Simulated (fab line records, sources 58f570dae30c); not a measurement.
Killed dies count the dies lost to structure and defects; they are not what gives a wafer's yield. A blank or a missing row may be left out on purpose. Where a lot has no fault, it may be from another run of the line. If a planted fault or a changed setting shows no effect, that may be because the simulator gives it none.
Chamber matching	flow berkeleyCmos170	UCB170_V2_CVD_00 on pecvd-01: 3 sister chambers
The step deposits SiO2 from TEOS/O2, target thk 2000 nm, time 250 s. 3 wafers are shown with their chamber, then 7 later ones without.

WAFERS WITH THEIR CHAMBER
wafer	chamber	heaterPowerW (W)
L196.5	1	180
L200.5	0	276
L201.5	2	257

WAFERS WITHOUT THEIR CHAMBER
wafer	heaterPowerW (W)
L201.6	270
L203.2	223
L203.3	202
L203.4	178
L204.1	222
L204.4	204
L204.5	270

WHICH CHAMBER EACH ONE RAN IN
wafer	from the rows above	in truth
L201.6	can't be placed: 0 or 2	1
L203.2	can't be placed: 2 or 1 or 0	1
L203.3	can't be placed: 1 or 2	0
L203.4	1	1
L204.1	can't be placed: 2 or 1 or 0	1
L204.4	can't be placed: 1 or 2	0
L204.5	can't be placed: 0 or 2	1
Correctly placed: 1 of 7. Not placeable from these rows: 6 (in 2, the candidates include the true chamber). Placed wrongly: 0.
How it was worked out, from the rows above alone: a wafer's distance from a chamber is the root of the sum, over the readings, of the square of ((its reading less the chamber's mean) divided by the reading's scatter). If the next closest chamber is less than 2 further off than the closest, the wafer can't be placed; otherwise it belongs to the closest. A chamber's mean is the mean of its shown wafers. The scatter (one wafer shown for each chamber): square how far every hidden wafer sits from the nearest shown wafer, average those squares and take the square root.
